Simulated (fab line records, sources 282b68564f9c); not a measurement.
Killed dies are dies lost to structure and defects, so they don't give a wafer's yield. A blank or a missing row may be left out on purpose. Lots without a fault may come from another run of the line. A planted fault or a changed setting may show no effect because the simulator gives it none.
fab line records | flow rit_cmos
record lots=13 wafers=39 last_day=7
route steps=202 shown ACTIVE@4 GATE@92 PLDD@120 M1@202
lots that met no fault: from a run of the same line without faults
start_h: hours from the record's first day to the start of the lot's first wafer shown | wait_h: hours since the lot's step before | " the same as in the row above | L1.1+2: a row that stands for several wafers | - no value, or no start given | * or withheld: withheld | < > ~ a bound
route shown NAME@n: a module of which the file shows steps, and the number in the route of the first | usual: mean/standard deviation of fault-free wafers | same: alike in all rows | chamber/n: place in a boat | sites: the reading at each site | _std_site: their standard deviation | _edge_site: outer sites' mean less inner sites' | radius_mm: how far each site lies from the wafer's centre | mask NAME#n: copy n | behind: the tool/chamber that last shaped the wafer | hold: why the lot was held/for how many hours/how that ended | device: the transistor (n, p or np) that didn't switch | end of line: the same wafers' tests at the end of the route | a step without rows: its recipe alone | killed: dies lost to structure and defects at the first sort, not the wafer's yield | map: a wafer's dies, x killed, . not, _ none there
set.NAME: the setting as run; set.NAME@STEP: as run at that earlier step | model.NAME: the simulator's own value behind a step, which no gauge read
steps of the route over a sample of lots; a table a step, a row a wafer
services: from which hour (start_h, from the record's first day; less than 0 if before it) a tool's chamber was out of use, for how many hours, and why
## steps
# step RIT_ACTIVE_CVD_03
# recipe material=Si3N4 target_thk_nm=150 temp_c=810 precursor=SiH2Cl2/NH3 time_s=1500 pressure_mtorr=300 sih2cl2_flow_sccm=60 nh3_flow_sccm=150
# usual spike_tc_centre_C=811.7/1.3 zone_power_load_pct=21.2/0.94
# columns lot.wafer tool chamber start_h wait_h spike_tc_centre_C zone_power_load_pct
L987.1 lpcvd-01 1 12.62 0.2 810.0 19.9
L987.2 " 1 " " 811.5 20.0
L987.3 " 1 " " 811.7 20.1
L988.1 lpcvd-02 0 19.06 0.1 812.9 21.6
L988.4 " 0 " " 814.5 22.0
L988.5 " 0 " " 812.2 21.8
L990.2 lpcvd-02 0 27.75 0.0 812.5 21.8
L990.3 " 0 " " 815.7 22.1
L990.6 " 0 " " 813.2 22.0
L992.1 lpcvd-01 1 38.84 0.1 811.7 19.8
L992.4 " 1 " " 812.0 19.6
L992.6 " 1 " " 810.9 20.3
L993.1 lpcvd-01 0 42.41 0.1 811.5 21.6
L993.3 " 0 " " 813.9 21.3
L993.6 " 0 " " 809.7 21.7
L994.2 lpcvd-01 1 48.97 0.0 810.4 20.1
L994.3 " 1 " " 811.0 19.6
L994.5 " 1 " " 810.3 19.8
L995.2 lpcvd-02 1 55.84 0.0 810.2 21.6
L995.4 " 1 " " 810.4 21.2
L995.6 " 1 " " 810.6 22.1
L998.2 lpcvd-02 0 67.42 0.3 814.1 21.9
L998.3 " 0 " " 810.8 22.2
L998.6 " 0 " " 813.9 22.4
L999.1 lpcvd-01 1 75.39 0.1 812.0 20.0
L999.2 " 1 " " 812.1 20.1
L999.3 " 1 " " 809.7 20.1
L100.2 lpcvd-02 0 78.13 0.0 812.3 22.3
L100.3 " 0 " " 814.2 22.3
L100.5 " 0 " " 813.2 21.8
L101.1 lpcvd-01 1 83.12 0.8 811.3 20.2
L101.2 " 1 " " 812.1 20.0
L101.3 " 1 " " 813.3 19.8
L102.1 lpcvd-01 1 87.11 0.1 812.3 20.2
L102.3 " 1 " " 811.1 20.3
L102.4 " 1 " " 810.4 19.7
L110.1 lpcvd-02 1 127.11 0.1 839.5 20.1
L110.2 " 1 " " 837.1 20.2
L110.4 " 1 " " 838.2 20.2
# step RIT_ACTIVE_THK_MEAS_04
# recipe reads=Si3N4_of_ACTIVE_CVD_03
# usual ACTIVE_NITRIDE_THK=150.1/1.5
# columns lot.wafer tool chamber start_h wait_h ACTIVE_NITRIDE_THK[nm]
L987.1 film_metro-02 - 14.04 0.0 148.9
L987.2 " - " " 148.2
L987.3 " - " " 149.7
L988.1 film_metro-03 - 20.48 0.0 149.3
L988.4 " - " " 150.2
L988.5 " - " " 150.1
L990.2 film_metro-01 - 29.18 0.0 152.1
L990.3 " - " " 151.7
L990.6 " - " " 150.9
L992.1 film_metro-01 - 40.26 0.0 150.8
L992.4 " - " " 150.2
L992.6 " - " " 150.4
L993.1 film_metro-01 - 43.82 0.0 151.7
L993.3 " - " " 151.8
L993.6 " - " " 151.3
L994.2 film_metro-03 - 50.40 0.0 150.6
L994.3 " - " " 147.9
L994.5 " - " " 149.3
L995.2 film_metro-02 - 57.98 0.0 150.0
L995.4 " - " " 148.5
L995.6 " - " " 151.5
L998.2 film_metro-02 - 69.56 0.0 149.4
L998.3 " - " " 148.2
L998.6 " - " " 148.8
L999.1 film_metro-02 - 76.81 0.0 148.2
L999.2 " - " " 148.3
L999.3 " - " " 147.1
L100.2 film_metro-03 - 79.56 0.0 147.7
L100.3 " - " " 147.4
L100.5 " - " " 147.5
L101.1 film_metro-02 - 84.54 0.0 149.7
L101.2 " - " " 150.0
L101.3 " - " " 150.7
L102.1 film_metro-01 - 88.53 0.0 152.6
L102.3 " - " " 153.1
L102.4 " - " " 151.5
L110.1 film_metro-02 - 128.53 0.0 187.3
L110.2 " - " " 178.8
L110.4 " - " " 163.4
# step RIT_ACTIVE_ETCH_13
# recipe stop_on=SiO2 chemistry=SF6 target=Si3N4 time_s=210 over_etch_frac=0.4 SF6_flow_sccm=200 pressure_mtorr=260 rf_w=125 target_depth_a=2100
# usual drypump_motor_current_A=5.9/0.41 oes_product_au=0.818/0.012 throttle_valve_pct=7.50/0.13
# columns lot.wafer tool chamber start_h wait_h drypump_motor_current_A oes_product_au rf_hours_counter_h throttle_valve_pct
L987.1 rie_diel-04 2 15.35 0.1 5.6 0.798 142 7.52
L987.2 " 1 " " 5.9 0.820 38 7.44
L987.3 " 0 " " 5.5 0.818 151 7.63
L988.1 rie_diel-02 3 21.65 0.1 5.1 0.836 66 7.40
L988.4 " 1 " " 5.6 0.824 37 7.59
L988.5 " 2 " " 6.7 0.807 - 7.42
L990.2 rie_diel-04 3 30.47 0.1 6.5 0.841 132 7.51
L990.3 " 1 " " 5.9 0.817 38 7.46
L990.6 " 0 " " 5.5 0.821 - 7.63
L992.1 rie_diel-02 2 41.56 0.1 6.7 0.810 143 7.40
L992.4 " 3 " " 5.1 0.840 66 7.42
L992.6 " 3 " " 5.1 0.835 - 7.41
L993.1 rie_diel-04 2 45.13 0.1 5.6 0.816 143 7.52
L993.3 " 1 " " 5.9 0.829 39 7.46
L993.6 " 1 " " 5.9 0.822 - 7.46
L994.2 rie_diel-04 1 51.70 0.1 5.9 0.820 39 7.44
L994.3 " 3 " " 6.5 0.830 132 7.50
L994.5 " 0 " " 5.6 0.817 - 7.62
L995.2 rie_diel-01 1 59.15 0.1 5.7 0.824 5 7.37
L995.4 " 2 " " 5.6 0.808 32 7.71
L995.6 " 2 " " 5.6 0.814 - 7.71
L998.2 rie_diel-01 3 71.05 0.1 6.0 0.816 143 7.55
L998.3 " 1 " " 5.7 0.821 5 7.38
L998.6 " 0 " " 6.3 0.823 - 7.26
L999.1 rie_diel-01 1 78.24 0.1 5.7 0.810 5 7.36
L999.2 " 2 " " 5.6 0.803 32 7.72
L999.3 " 0 " " 6.3 0.810 92 7.27
L100.2 rie_diel-02 2 80.73 0.1 6.6 0.792 144 7.41
L100.3 " 0 " " 5.9 0.803 76 7.69
L100.5 " 2 " " 6.7 0.800 - 7.40
L101.1 rie_diel-01 0 85.87 0.1 6.3 0.816 92 7.27
L101.2 " 2 " " 5.6 0.814 32 7.71
L101.3 " 1 " " 5.7 0.821 5 7.35
L102.1 rie_diel-02 3 89.83 0.1 5.1 0.855 67 7.43
L102.3 " 0 " " 5.9 0.828 76 7.70
L102.4 " 2 " " 6.6 0.799 144 7.41
L110.1 rie_diel-01 2 129.71 0.1 5.7 0.911 33 7.71
L110.2 " 3 " " 6.0 0.903 144 7.56
L110.4 " 1 " " 5.7 0.852 6 7.36
# step RIT_GATE_CD_MEAS_16
# recipe target_cd_nm=150
# usual cd_nm=150/3.1
# columns lot.wafer tool chamber start_h wait_h cd_nm
L987.1 cd_sem-01 - 40.75 - 150
L987.2 " - " " 151
L987.3 " - " " 146
L988.1 cd_sem-01 - 48.21 - 144
L988.4 " - " " 144
L988.5 " - " " 146
L990.2 cd_sem-01 - 58.64 - 153
L990.3 " - " " 151
L990.6 " - " " 152
L992.1 cd_sem-01 - 68.46 - 148
L992.4 " - " " 148
L992.6 " - " " 149
L993.1 cd_sem-01 - 71.56 - 146
L993.3 " - " " 148
L993.6 " - " " 148
L994.2 cd_sem-01 - 79.48 - 145
L994.3 " - " " 147
L994.5 " - " " 145
L995.2 cd_sem-02 - 85.80 - 148
L995.4 " - " " 150
L995.6 " - " " 152
L998.2 cd_sem-01 - 99.31 - 151
L998.3 " - " " 152
L998.6 " - " " 152
L999.1 cd_sem-01 - 102.79 - 152
L999.2 " - " " 153
L999.3 " - " " 153
L100.2 cd_sem-01 - 104.38 - 153
L100.3 " - " " 152
L100.5 " - " " 153
L101.1 cd_sem-01 - 112.37 - 151
L101.2 " - " " 152
L101.3 " - " " 150
L102.1 cd_sem-01 - 114.46 - 152
L102.3 " - " " 151
L102.4 " - " " 149
L110.1 cd_sem-01 - 151.88 - 151
L110.2 " - " " 152
L110.4 " - " " 151
# step RIT_GATE_CD_MEAS_90
# recipe target_cd_nm=150
# usual cd_nm=150/3.1
# columns lot.wafer tool chamber start_h wait_h cd_nm
L987.1 cd_sem-01 - 41.54 0.1 151
L987.2 " - " " 151
L987.3 " - " " 146
L988.1 cd_sem-01 - 48.80 0.1 144
L988.4 " - " " 145
L988.5 " - " " 146
L990.2 cd_sem-02 - 59.23 0.1 152
L990.3 " - " " 151
L990.6 " - " " 152
L992.1 cd_sem-02 - 69.04 0.1 147
L992.4 " - " " 147
L992.6 " - " " 149
L993.1 cd_sem-02 - 72.15 0.1 146
L993.3 " - " " 148
L993.6 " - " " 149
L994.2 cd_sem-02 - 80.07 0.1 146
L994.3 " - " " 147
L994.5 " - " " 145
L995.2 cd_sem-01 - 86.55 0.1 147
L995.4 " - " " 150
L995.6 " - " " 152
L998.2 cd_sem-02 - 99.90 0.1 151
L998.3 " - " " 152
L998.6 " - " " 152
L999.1 cd_sem-02 - 103.38 0.1 152
L999.2 " - " " 153
L999.3 " - " " 153
L100.2 cd_sem-02 - 104.97 0.1 153
L100.3 " - " " 152
L100.5 " - " " 154
L101.1 cd_sem-02 - 112.96 0.1 151
L101.2 " - " " 152
L101.3 " - " " 150
L102.1 cd_sem-01 - 115.18 0.1 152
L102.3 " - " " 151
L102.4 " - " " 150
L110.1 cd_sem-02 - 152.71 0.1 151
L110.2 " - " " 152
L110.4 " - " " 151
# step RIT_PLDD_OVL_MEAS_06
# usual PLDD_OVL=1.0/1.6
# columns lot.wafer tool chamber start_h wait_h PLDD_OVL[nm]
L987.1 overlay-02 - 47.37 - -3.1
L987.2 " - " " -2.7
L987.3 " - " " -2.0
L988.1 overlay-01 - 58.10 - 4.6
L988.4 " - " " 1.9
L988.5 " - " " 1.5
L990.2 overlay-02 - 64.60 - 2.2
L990.3 " - " " -0.6
L990.6 " - " " 1.8
L992.1 overlay-01 - 74.54 - 1.4
L992.4 " - " " 1.7
L992.6 " - " " 1.9
L993.1 overlay-02 - 79.98 - 2.0
L993.3 " - " " -0.8
L993.6 " - " " 1.6
L994.2 overlay-02 - 86.39 - 0.8
L994.3 " - " " 1.0
L994.5 " - " " 0.6
L995.2 overlay-01 - 93.28 - 0.9
L995.4 " - " " 1.3
L995.6 " - " " -1.9
L998.2 overlay-02 - 105.32 - -0.8
L998.3 " - " " -0.6
L998.6 " - " " -0.4
L999.1 overlay-02 - 108.89 - -0.6
L999.2 " - " " 0.2
L999.3 " - " " 0.9
L100.2 overlay-02 - 112.78 - -0.9
L100.3 " - " " -0.3
L100.5 " - " " 0.1
L101.1 overlay-01 - 119.15 - 3.6
L101.2 " - " " 2.6
L101.3 " - " " 3.9
L102.1 overlay-02 - 121.70 - 1.7
L102.3 " - " " 2.2
L102.4 " - " " 1.1
L110.1 overlay-01 - 158.84 - 2.1
L110.2 " - " " 1.2
L110.4 " - " " -0.2
# step RIT_M1_PROBE_99
# usual killed_at_contacts=0.1/0.31 killed_at_front_end=7/3 killed_dies=7/3 killed_open=3.2/1.9 killed_short=3.6/2.2
# same gross_dies=264 killed_at_M0_to_M3=0 killed_at_M4_up=0 killed_at_back_side=0 killed_at_other=0
# columns lot.wafer tool chamber start_h wait_h killed_at_contacts killed_at_front_end killed_dies killed_open killed_short
L992.1 prober-01 - 88.76 0.1 0 14 14 9 5
L992.4 prober-01 - 88.91 0.2 0 3 3 2 1
L992.6 prober-01 - 89.01 0.2 0 6 6 5 1
L995.4 prober-01 - 108.13 0.2 0 4 4 3 1
L995.6 prober-01 - 108.23 0.2 0 2 2 2 0
L102.1 prober-01 - 135.84 0.1 0 9 9 5 3
L102.3 prober-01 - 135.94 0.2 0 3 3 2 1
L102.4 prober-01 - 135.99 0.2 0 4 4 2 2
# killed by level:class
L992.1 GATE:geometric_particle:open=5 FOX1:geometric_particle:short=3 FOX1:geometric_particle:open=1 FOX2:geometric_particle:open=1 FOX2:geometric_particle:short=1 REOX:geometric_particle:open=1 SPACER:geometric_particle:short=1 SPACER:geometric_particle:open=1
L992.4 FOX1:geometric_particle:open=1 SPACER:geometric_particle:short=1 SPACER:geometric_particle:open=1
L992.6 FOX1:geometric_particle:open=2 SPACER:geometric_particle:open=2 FOX2:geometric_particle:short=1 GATE:geometric_particle:open=1
L995.4 SILICIDE:geometric_particle:open=2 GATE:geometric_particle:short=1 SPACER:geometric_particle:open=1
L995.6 GATE:geometric_particle:open=2
L102.1 FOX1:geometric_particle:short=3 REOX:geometric_particle:open=2 SILICIDE:geometric_particle:open=2 GATE:geometric_particle:open=1 NRETRO:coat_microbubble_printed=1
L102.3 GATE:geometric_particle:open=1 REOX:geometric_particle:short=1 SPACER:geometric_particle:open=1
L102.4 REOX:geometric_particle:short=2 FOX2:geometric_particle:open=1 REOX:geometric_particle:open=1
## services
# columns tool chamber start_h hours kind
rie_diel-04 2 -10.07 2.4 repair
rie_diel-04 3 -1.96 2.0 repair
rie_diel-01 - 0.02 2.8 pm
rie_diel-01 - 24.03 0.5 repair
rie_diel-01 3 24.16 2.7 repair
rie_diel-04 3 43.88 1.8 repair
rie_diel-02 1 50.83 7.6 repair
rie_diel-01 2 54.92 3.1 repair
rie_diel-02 3 105.16 7.2 repair
rie_diel-02 1 109.64 7.4 repair
lpcvd-02 - 118.38 2.8 pm
## key
first_sign step=RIT_ACTIVE_CVD_03 reading=spike_tc_centre_C direction=up sigmas=20 usual=811.7 struck=838.3
effect step=RIT_ACTIVE_THK_MEAS_04 reading=ACTIVE_NITRIDE_THK direction=up sigmas=18 usual=150.1 struck=176.5
effect step=RIT_ACTIVE_ETCH_13 reading=oes_product_au direction=up sigmas=5.9 usual=0.818 struck=0.889
met_at RIT_ACTIVE_CVD_03
struck_lots L110
struck_wafers L110.1,L110.2,L110.4
tester_left_out L110
not_acting_at RIT_GATE_CD_MEAS_16,RIT_GATE_CD_MEAS_90,RIT_PLDD_OVL_MEAS_06
onset_between 55.84 127.11
fault kind=process_parameter_drift tool=lpcvd-02 chamber=1 onset_h=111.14 steps=RIT_ACTIVE_CVD_03 channel=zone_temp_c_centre offset=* shape=step end_h=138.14
# tester_left_out: of these lots the tester's yield and bins aren't shown, on N5 and GAA mostly nor the transistor test; their killed dies are dies lost to structure and defects alone, not to doping, threshold or leakage, so they don't give the yield
